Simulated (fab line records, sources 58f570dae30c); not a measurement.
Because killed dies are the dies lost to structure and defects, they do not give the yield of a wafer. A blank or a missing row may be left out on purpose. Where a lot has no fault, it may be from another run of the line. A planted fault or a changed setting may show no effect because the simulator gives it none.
fab line records + flow berkeley-cmos170
record
- lots=14
- wafers=42
- last-day=13
route steps=331 shown ACTIVE@74 NVT@110
lots untouched by any fault: they come from a run of this same line in which no faults occurred
start-h: hours from the record's first day to the start of the lot's first wafer shown + wait-h: hours from the lot's prior step to this one + " the same as in the row above + L1.1+2: one row covering several wafers at once + - either no value or no given start + * or withheld: withheld + < > ~ a bound
route shown NAME@n: names a module that has steps shown in the file, with the first one's number in the route + usual: the fault-free wafers' mean and standard deviation + same: alike in all rows + chamber/n: place in a boat + sites: readings site by site + _std_site: how widely they spread, as a standard deviation + _edge_site: outer sites' mean less inner sites' + radius-mm: for every site, how far away it sits from the centre of the wafer + mask NAME#n: copy n + behind: the most recent tool/chamber to have shaped the wafer + hold: cause of the lot's hold/its duration in hours/its outcome + device: transistor that didn't switch, given as n, p or np + end of line: the same wafers' tests at the end of the route + where a step has no rows: the recipe by itself + killed: dies that structure and defects cost at the first sort, which is not the same as the wafer's yield + map: dies across one wafer; x = killed, . = not, _ = none there
set.NAME: the setting that was run; set.NAME@STEP: the one run at that earlier step + model.NAME: the simulator's own value behind a step, which no gauge read
one table for each step of the route and one row for each wafer, over a sample of lots
services: a tool's chamber out of use, with start hour (start-h, from the record's first day; less than 0 if before it), hours out, and reason
## steps
# step UCB170_ACTIVE_OVL_MEAS_14
# usual
- ACTIVE_OVL=0/6.4
| lot.wafer | tool       | chamber | start-h | wait-h | ACTIVE_OVL[nm] |
|-----------|------------|---------|---------|--------|----------------|
| L126.3    | overlay-02 | -       | 86.41   | 0.1    | 2              |
| L126.5    | "          | -       | "       | "      | 1              |
| L126.6    | "          | -       | "       | "      | 1              |
| L125.3    | overlay-02 | -       | 94.53   | 0.1    | -1             |
| L125.4    | "          | -       | "       | "      | 5              |
| L125.6    | "          | -       | "       | "      | 7              |
| L127.1    | overlay-02 | -       | 94.73   | 0.1    | -16            |
| L127.2    | "          | -       | "       | "      | -8             |
| L127.3    | "          | -       | "       | "      | -9             |
| L128.1    | overlay-01 | -       | 94.84   | 0.1    | 2              |
| L128.3    | "          | -       | "       | "      | 6              |
| L128.5    | "          | -       | "       | "      | 3              |
| L129.2    | overlay-02 | -       | 108.30  | 0.1    | -3             |
| L129.3    | "          | -       | "       | "      | 6              |
| L129.4    | "          | -       | "       | "      | 1              |
| L130.1    | overlay-01 | -       | 122.48  | 0.1    | -2             |
| L130.2    | "          | -       | "       | "      | -3             |
| L130.4    | "          | -       | "       | "      | 0              |
| L134.1    | overlay-01 | -       | 137.81  | 0.1    | -8             |
| L134.2    | "          | -       | "       | "      | -6             |
| L134.3    | "          | -       | "       | "      | -5             |
| L136.1    | overlay-02 | -       | 147.66  | 0.1    | -7             |
| L136.2    | "          | -       | "       | "      | -6             |
| L136.6    | "          | -       | "       | "      | -5             |
| L139.1    | overlay-01 | -       | 165.13  | 0.1    | 5              |
| L139.2    | "          | -       | "       | "      | 0              |
| L139.6    | "          | -       | "       | "      | -1             |
| L140.2    | overlay-02 | -       | 183.76  | 0.1    | 5              |
| L140.4    | "          | -       | "       | "      | 7              |
| L140.6    | "          | -       | "       | "      | 1              |
| L143.1    | overlay-01 | -       | 195.82  | 0.1    | -2             |
| L143.2    | "          | -       | "       | "      | 1              |
| L143.6    | "          | -       | "       | "      | -5             |
| L147.1    | overlay-01 | -       | 206.79  | 0.1    | 3              |
| L147.3    | "          | -       | "       | "      | 1              |
| L147.5    | "          | -       | "       | "      | 2              |
| L146.1    | overlay-02 | -       | 207.03  | 0.1    | 2              |
| L146.2    | "          | -       | "       | "      | 2              |
| L146.3    | "          | -       | "       | "      | -3             |
| L148.1    | overlay-02 | -       | 222.98  | 0.1    | 3              |
| L148.4    | "          | -       | "       | "      | -2             |
| L148.5    | "          | -       | "       | "      | -5             |
# step UCB170_ACTIVE_ETCH_15
# recipe
- chemistry=CH3F/Ar/O2
- target=Si3N4
- stop-on=SiO2
- CH3F_flow_sccm=20
- Ar_flow_sccm=50
- O2_flow_sccm=7
- pressure-mtorr=50
- rf-w=450
- target-depth-a=2420
- over-etch-frac=0.1
- time-s=151
# usual
- chamber-pressure-mTorr=50.00/0.047
- drypump-motor-current-A=5.7/0.46
- oes-product-au=0.939/0.013
- rf-fwd-power-W=447.9/1.5
- throttle-valve-pct=8.01/0.12
| lot.wafer | tool        | chamber | start-h | wait-h | chamber-pressure-mTorr | drypump-motor-current-A | oes-product-au | rf-fwd-power-W | rf-hours-counter-h | throttle-valve-pct |
|-----------|-------------|---------|---------|--------|------------------------|-------------------------|----------------|----------------|--------------------|--------------------|
| L126.3    | rie-diel-02 | 0       | 86.44   | 0.0    | 50.00                  | 5.6                     | 0.925          | 447.7          | 12                 | 8.02               |
| L126.5    | "           | 1       | "       | "      | 49.98                  | 6.2                     | 0.946          | 447.5          | -                  | 8.07               |
| L126.6    | "           | 0       | "       | "      | 50.07                  | 5.6                     | 0.919          | 448.0          | -                  | 8.02               |
| L125.3    | rie-diel-02 | 1       | 94.56   | 0.0    | 50.01                  | 6.1                     | 0.944          | 449.5          | 134                | 8.08               |
| L125.4    | "           | 0       | "       | "      | 49.93                  | 5.5                     | 0.918          | 450.5          | -                  | 8.03               |
| L125.6    | "           | 2       | "       | "      | 49.98                  | 6.0                     | 0.930          | 448.1          | -                  | 8.10               |
| L127.1    | rie-diel-01 | 3       | 94.76   | 0.0    | 49.95                  | 5.1                     | 0.913          | 448.3          | 164                | 8.00               |
| L127.2    | "           | 1       | "       | "      | 50.10                  | 5.3                     | 0.953          | 446.2          | 33                 | 7.93               |
| L127.3    | "           | 2       | "       | "      | 50.01                  | 5.5                     | 0.910          | 449.7          | 62                 | 8.14               |
| L128.1    | rie-diel-02 | 1       | 94.88   | 0.0    | 50.06                  | 6.2                     | 0.952          | 447.4          | 134                | 8.08               |
| L128.3    | "           | 2       | "       | "      | 50.03                  | 6.0                     | 0.936          | 449.0          | 97                 | 8.10               |
| L128.5    | "           | 0       | "       | "      | 49.89                  | 5.6                     | 0.914          | 447.1          | -                  | 8.04               |
| L129.2    | rie-diel-01 | 0       | 108.33  | 0.0    | 50.08                  | 5.2                     | 0.935          | 447.5          | 121                | 7.82               |
| L129.3    | "           | 2       | "       | "      | 50.05                  | 5.5                     | 0.921          | 449.6          | 63                 | 8.15               |
| L129.4    | "           | 1       | "       | "      | 50.05                  | 5.2                     | 0.960          | 448.1          | -                  | 7.92               |
| L130.1    | rie-diel-02 | 2       | 122.52  | 0.0    | 50.04                  | 6.0                     | 0.945          | 444.3          | 99                 | 8.09               |
| L130.2    | "           | 3       | "       | "      | 50.00                  | 5.5                     | 0.948          | 447.6          | 112                | 8.06               |
| L130.4    | "           | 0       | "       | "      | 50.03                  | 5.6                     | 0.919          | 446.0          | 14                 | 8.02               |
| L134.1    | rie-diel-04 | 1       | 137.84  | 0.0    | 49.98                  | 6.6                     | 0.939          | 376.0          | 24                 | 7.86               |
| L134.2    | "           | 2       | "       | "      | 50.04                  | 5.7                     | 0.948          | 373.2          | 92                 | 8.05               |
| L134.3    | "           | 0       | "       | "      | 49.93                  | 5.9                     | 0.922          | 375.3          | 13                 | 7.87               |
| L136.1    | rie-diel-04 | 2       | 147.69  | 0.0    | 50.08                  | 5.8                     | 0.938          | 374.7          | 93                 | 8.07               |
| L136.2    | "           | 0       | "       | "      | 50.00                  | 5.9                     | 0.926          | 375.5          | 14                 | 7.88               |
| L136.6    | "           | 1       | "       | "      | 50.00                  | 6.6                     | 0.939          | 377.5          | -                  | 7.86               |
| L139.1    | rie-diel-02 | 0       | 165.17  | 0.0    | 50.14                  | 5.5                     | 0.921          | 450.0          | 16                 | 8.02               |
| L139.2    | "           | 3       | "       | "      | 50.05                  | 5.5                     | 0.932          | 447.4          | 114                | 8.07               |
| L139.6    | "           | 1       | "       | "      | 49.98                  | 6.2                     | 0.959          | 449.6          | -                  | 8.07               |
| L140.2    | rie-diel-01 | 3       | 183.79  | 0.0    | 49.93                  | 5.1                     | 0.935          | 445.7          | 3                  | 7.97               |
| L140.4    | "           | 1       | "       | "      | 50.03                  | 5.2                     | 0.959          | 446.5          | 37                 | 7.91               |
| L140.6    | "           | 0       | "       | "      | 50.00                  | 5.2                     | 0.952          | 450.1          | -                  | 7.82               |
| L143.1    | rie-diel-01 | 1       | 195.86  | 0.0    | 49.96                  | 5.2                     | 0.954          | 446.9          | 37                 | 7.92               |
| L143.2    | "           | 2       | "       | "      | 49.97                  | 5.5                     | 0.915          | 447.8          | 66                 | 8.15               |
| L143.6    | "           | 1       | "       | "      | 50.02                  | 5.2                     | 0.957          | 446.3          | -                  | 7.92               |
| L147.1    | rie-diel-02 | 1       | 206.83  | 0.0    | 49.98                  | 6.2                     | 0.968          | 449.7          | 138                | 8.06               |
| L147.3    | "           | 3       | "       | "      | 50.00                  | 5.4                     | 0.942          | 449.9          | 115                | 8.06               |
| L147.5    | "           | 2       | "       | "      | 49.99                  | 5.9                     | 0.940          | 446.8          | -                  | 8.10               |
| L146.1    | rie-diel-01 | 2       | 207.07  | 0.0    | 49.97                  | 5.4                     | 0.916          | 451.2          | 67                 | 8.16               |
| L146.2    | "           | 0       | "       | "      | 49.98                  | 5.2                     | 0.939          | 448.1          | 125                | 7.83               |
| L146.3    | "           | 1       | "       | "      | 49.95                  | 5.3                     | 0.960          | 446.3          | 37                 | 7.93               |
| L148.1    | rie-diel-04 | 2       | 223.01  | 0.0    | 50.04                  | 5.8                     | 0.931          | 447.9          | 95                 | 8.06               |
| L148.4    | "           | 3       | "       | "      | 49.96                  | 4.9                     | 0.918          | 450.8          | 2                  | 8.28               |
| L148.5    | "           | 2       | "       | "      | 49.94                  | 5.7                     | 0.945          | 448.6          | -                  | 8.09               |
# step UCB170_ACTIVE_STRIP_16
# recipe
- chemistry=O2
- power-w=391.1
- pressure-mtorr=3500
- platen-temp-c=withheld
- o2-flow-sccm=400
- overash-fraction=0.5
# usual
- chamber-pressure-mTorr=3500/3.4
- drypump-motor-current-A=5.6/0.59
- oes-product-au=0.712/0.0042
- strip-time-to-endpoint-s=18.44/0.077
| lot.wafer | tool            | chamber | start-h | wait-h | chamber-pressure-mTorr | drypump-motor-current-A | oes-product-au | rf-hours-counter-h | strip-time-to-endpoint-s |
|-----------|-----------------|---------|---------|--------|------------------------|-------------------------|----------------|--------------------|--------------------------|
| L126.3    | plasma-asher-01 | 0       | 86.57   | 0.1    | 3506                   | 5.1                     | 0.717          | -                  | 18.54                    |
| L126.5    | "               | 1       | "       | "      | 3496                   | 6.2                     | 0.719          | -                  | 18.46                    |
| L126.6    | "               | 0       | "       | "      | 3502                   | 5.1                     | 0.703          | -                  | 18.50                    |
| L125.3    | plasma-asher-02 | 1       | 94.69   | 0.1    | 3506                   | 5.3                     | 0.716          | -                  | 18.46                    |
| L125.4    | "               | 0       | "       | "      | 3501                   | 6.4                     | 0.719          | -                  | 18.45                    |
| L125.6    | "               | 0       | "       | "      | 3504                   | 6.3                     | 0.709          | -                  | 18.50                    |
| L127.1    | plasma-asher-03 | 0       | 94.86   | 0.1    | 3499                   | 6.0                     | 0.719          | 35                 | 18.47                    |
| L127.2    | "               | 1       | "       | "      | 3500                   | 4.8                     | 0.718          | 35                 | 18.46                    |
| L127.3    | "               | 1       | "       | "      | 3493                   | 4.8                     | 0.716          | -                  | 18.33                    |
| L128.1    | plasma-asher-02 | 1       | 94.98   | 0.1    | 3500                   | 5.3                     | 0.714          | 39                 | 18.54                    |
| L128.3    | "               | 1       | "       | "      | 3497                   | 5.3                     | 0.718          | -                  | 18.59                    |
| L128.5    | "               | 1       | "       | "      | 3504                   | 5.3                     | 0.710          | -                  | 18.45                    |
| L129.2    | plasma-asher-02 | 1       | 108.43  | 0.1    | 3498                   | 5.3                     | 0.706          | 41                 | 18.39                    |
| L129.3    | "               | 0       | "       | "      | 3496                   | 6.3                     | 0.713          | -                  | 18.40                    |
| L129.4    | "               | 1       | "       | "      | 3496                   | 5.3                     | 0.709          | -                  | 18.45                    |
| L130.1    | plasma-asher-03 | 1       | 122.62  | 0.1    | 3503                   | 4.8                     | 0.714          | 38                 | 18.45                    |
| L130.2    | "               | 0       | "       | "      | 3497                   | 6.0                     | 0.712          | 38                 | 18.44                    |
| L130.4    | "               | 1       | "       | "      | 3500                   | 4.8                     | 0.715          | -                  | 18.43                    |
| L134.1    | plasma-asher-01 | 1       | 137.94  | 0.1    | 3506                   | 6.2                     | 0.718          | 35                 | 18.79                    |
| L134.2    | "               | 0       | "       | "      | 3502                   | 5.1                     | 0.718          | 35                 | 18.72                    |
| L134.3    | "               | 1       | "       | "      | 3496                   | 6.2                     | 0.716          | -                  | 18.86                    |
| L136.1    | plasma-asher-03 | 1       | 147.79  | 0.1    | 3504                   | 4.8                     | 0.713          | 42                 | 18.56                    |
| L136.2    | "               | 0       | "       | "      | 3507                   | 6.0                     | 0.713          | 42                 | 18.76                    |
| L136.6    | "               | 0       | "       | "      | 3496                   | 6.0                     | 0.711          | -                  | 18.67                    |
| L139.1    | plasma-asher-03 | 0       | 165.27  | 0.1    | 3503                   | 6.0                     | 0.719          | 43                 | 18.51                    |
| L139.2    | "               | 1       | "       | "      | 3506                   | 4.8                     | 0.709          | 43                 | 18.52                    |
| L139.6    | "               | 0       | "       | "      | 3494                   | 6.0                     | 0.712          | -                  | 18.44                    |
| L140.2    | plasma-asher-03 | 1       | 183.89  | 0.1    | 3499                   | 4.9                     | 0.719          | 44                 | 18.41                    |
| L140.4    | "               | 1       | "       | "      | 3499                   | 4.8                     | 0.715          | -                  | 18.32                    |
| L140.6    | "               | 1       | "       | "      | 3502                   | 4.9                     | 0.708          | -                  | 18.37                    |
| L143.1    | plasma-asher-02 | 0       | 195.96  | 0.1    | 3502                   | 6.3                     | 0.708          | 49                 | 18.40                    |
| L143.2    | "               | 1       | "       | "      | 3500                   | 5.3                     | 0.714          | 49                 | 18.41                    |
| L143.6    | "               | 0       | "       | "      | 3499                   | 6.3                     | 0.711          | -                  | 18.42                    |
| L147.1    | plasma-asher-01 | 1       | 206.93  | 0.1    | 3501                   | 6.2                     | 0.715          | 40                 | 18.47                    |
| L147.3    | "               | 1       | "       | "      | 3503                   | 6.2                     | 0.715          | -                  | 18.49                    |
| L147.5    | "               | 1       | "       | "      | 3500                   | 6.3                     | 0.702          | -                  | 18.58                    |
| L146.1    | plasma-asher-03 | 1       | 207.17  | 0.1    | 3501                   | 4.8                     | 0.712          | 46                 | 18.42                    |
| L146.2    | "               | 0       | "       | "      | 3503                   | 6.0                     | 0.711          | 46                 | 18.42                    |
| L146.3    | "               | 0       | "       | "      | 3500                   | 6.0                     | 0.722          | -                  | 18.48                    |
| L148.1    | plasma-asher-01 | 1       | 223.12  | 0.1    | 3507                   | 6.2                     | 0.714          | 42                 | 18.35                    |
| L148.4    | "               | 1       | "       | "      | 3503                   | 6.2                     | 0.709          | -                  | 18.39                    |
| L148.5    | "               | 0       | "       | "      | 3500                   | 5.1                     | 0.717          | -                  | 18.29                    |
# step UCB170_NVT_OVL_MEAS_06
# usual
- NVT_OVL=-3/6.5
| lot.wafer | tool       | chamber | start-h | wait-h | NVT_OVL[nm] |
|-----------|------------|---------|---------|--------|-------------|
| L126.3    | overlay-02 | -       | 124.82  | -      | 9           |
| L126.5    | "          | -       | "       | "      | 7           |
| L126.6    | "          | -       | "       | "      | -4          |
| L128.1    | overlay-02 | -       | 133.80  | -      | -1          |
| L128.3    | "          | -       | "       | "      | 3           |
| L128.5    | "          | -       | "       | "      | 0           |
| L125.3    | overlay-01 | -       | 134.07  | -      | -13         |
| L125.4    | "          | -       | "       | "      | -13         |
| L125.6    | "          | -       | "       | "      | -6          |
| L127.1    | overlay-02 | -       | 134.30  | -      | -6          |
| L127.2    | "          | -       | "       | "      | 0           |
| L127.3    | "          | -       | "       | "      | -9          |
| L129.2    | overlay-01 | -       | 148.90  | -      | 3           |
| L129.3    | "          | -       | "       | "      | 0           |
| L129.4    | "          | -       | "       | "      | 6           |
| L130.1    | overlay-02 | -       | 164.74  | -      | -4          |
| L130.2    | "          | -       | "       | "      | 2           |
| L130.4    | "          | -       | "       | "      | 4           |
| L134.1    | overlay-02 | -       | 180.88  | -      | -5          |
| L134.2    | "          | -       | "       | "      | -6          |
| L136.1    | overlay-02 | -       | 202.82  | -      | 6           |
| L136.6    | "          | -       | "       | "      | 2           |
| L139.1    | overlay-01 | -       | 211.82  | -      | -12         |
| L139.2    | "          | -       | "       | "      | -9          |
| L139.6    | "          | -       | "       | "      | 1           |
| L140.2    | overlay-02 | -       | 224.84  | -      | -6          |
| L140.4    | "          | -       | "       | "      | -4          |
| L140.6    | "          | -       | "       | "      | -2          |
| L143.1    | overlay-01 | -       | 232.78  | -      | -10         |
| L143.2    | "          | -       | "       | "      | -13         |
| L143.6    | "          | -       | "       | "      | -13         |
| L147.1    | overlay-02 | -       | 245.78  | -      | 1           |
| L147.3    | "          | -       | "       | "      | -6          |
| L147.5    | "          | -       | "       | "      | 2           |
| L146.1    | overlay-02 | -       | 246.00  | -      | -7          |
| L146.2    | "          | -       | "       | "      | -6          |
| L146.3    | "          | -       | "       | "      | -4          |
| L148.1    | overlay-01 | -       | 259.53  | -      | 1           |
| L148.4    | "          | -       | "       | "      | -5          |
| L148.5    | "          | -       | "       | "      | -1          |
## services
| tool            | chamber | start-h | hours | kind           |
|-----------------|---------|---------|-------|----------------|
| rie-diel-04     | 1       | 63.74   | 4.4   | repair         |
| rie-diel-01     | -       | 73.70   | 14.6  | pm             |
| plasma-asher-01 | -       | 86.78   | 2.1   | repair         |
| rie-diel-02     | -       | 88.15   | 2.8   | pm             |
| plasma-asher-01 | -       | 88.81   | 8.0   | repair         |
| rie-diel-02     | 3       | 91.45   | 8.4   | repair         |
| rie-diel-01     | 3       | 97.43   | -     | clean          |
| rie-diel-01     | 3       | 97.43   | 14.6  | scheduled-down |
| rie-diel-01     | 3       | 97.43   | 14.6  | vent-cycle     |
| plasma-asher-01 | -       | 118.04  | 0.7   | repair         |
| plasma-asher-01 | -       | 120.53  | 2.8   | pm             |
| rie-diel-02     | 1       | 130.87  | 8.5   | repair         |
| rie-diel-04     | 3       | 136.94  | -     | clean          |
| rie-diel-04     | 3       | 136.94  | 19.4  | scheduled-down |
| rie-diel-04     | 3       | 136.94  | 19.4  | vent-cycle     |
| rie-diel-01     | -       | 174.31  | 0.5   | repair         |
| rie-diel-04     | 1       | 198.96  | 10.0  | repair         |
| plasma-asher-03 | -       | 209.78  | 1.6   | repair         |
| rie-diel-02     | 1       | 217.39  | 4.3   | repair         |
## key
first-sign
- step=UCB170_ACTIVE_ETCH_15
- reading=rf-fwd-power-W
- direction=down
- sigmas=48
- usual=447.9
- struck=375.4
effect
- step=UCB170_ACTIVE_STRIP_16
- reading=strip-time-to-endpoint-s
- direction=up
- sigmas=3.8
- usual=*
- struck=*
met-at UCB170_ACTIVE_ETCH_15
struck-lots L134,L136
later-rows-left-out L134.3,L136.2
sort-left-out L134.1,L134.2,L134.3,L136.1,L136.2,L136.6
tester-left-out L134,L136
not-acting-at UCB170_ACTIVE_OVL_MEAS_14,UCB170_NVT_OVL_MEAS_06
fault
- kind=process-parameter-drift
- tool=rie-diel-04
- chamber=-
- onset-h=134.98
- steps=UCB170_ACTIVE_ETCH_15
- channel=rf-w
- offset=-72
- shape=step
- end-h=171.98
- acts-in=these-recipes-only
- stated=450
# tester-left-out: of these lots the tester's yield and bins aren't shown, on N5 and GAA mostly nor the transistor test; their killed dies are dies lost to structure and defects alone, not to doping, threshold or leakage, so they don't give the yield
# sort-left-out: the simulated sort isn't trusted on such a fault, so these wafers' sort isn't shown, and their yield isn't known
# later-rows-left-out: the simulator's readings of these wafers behind a module that went badly wrong aren't trusted and aren't shown, but for the sort
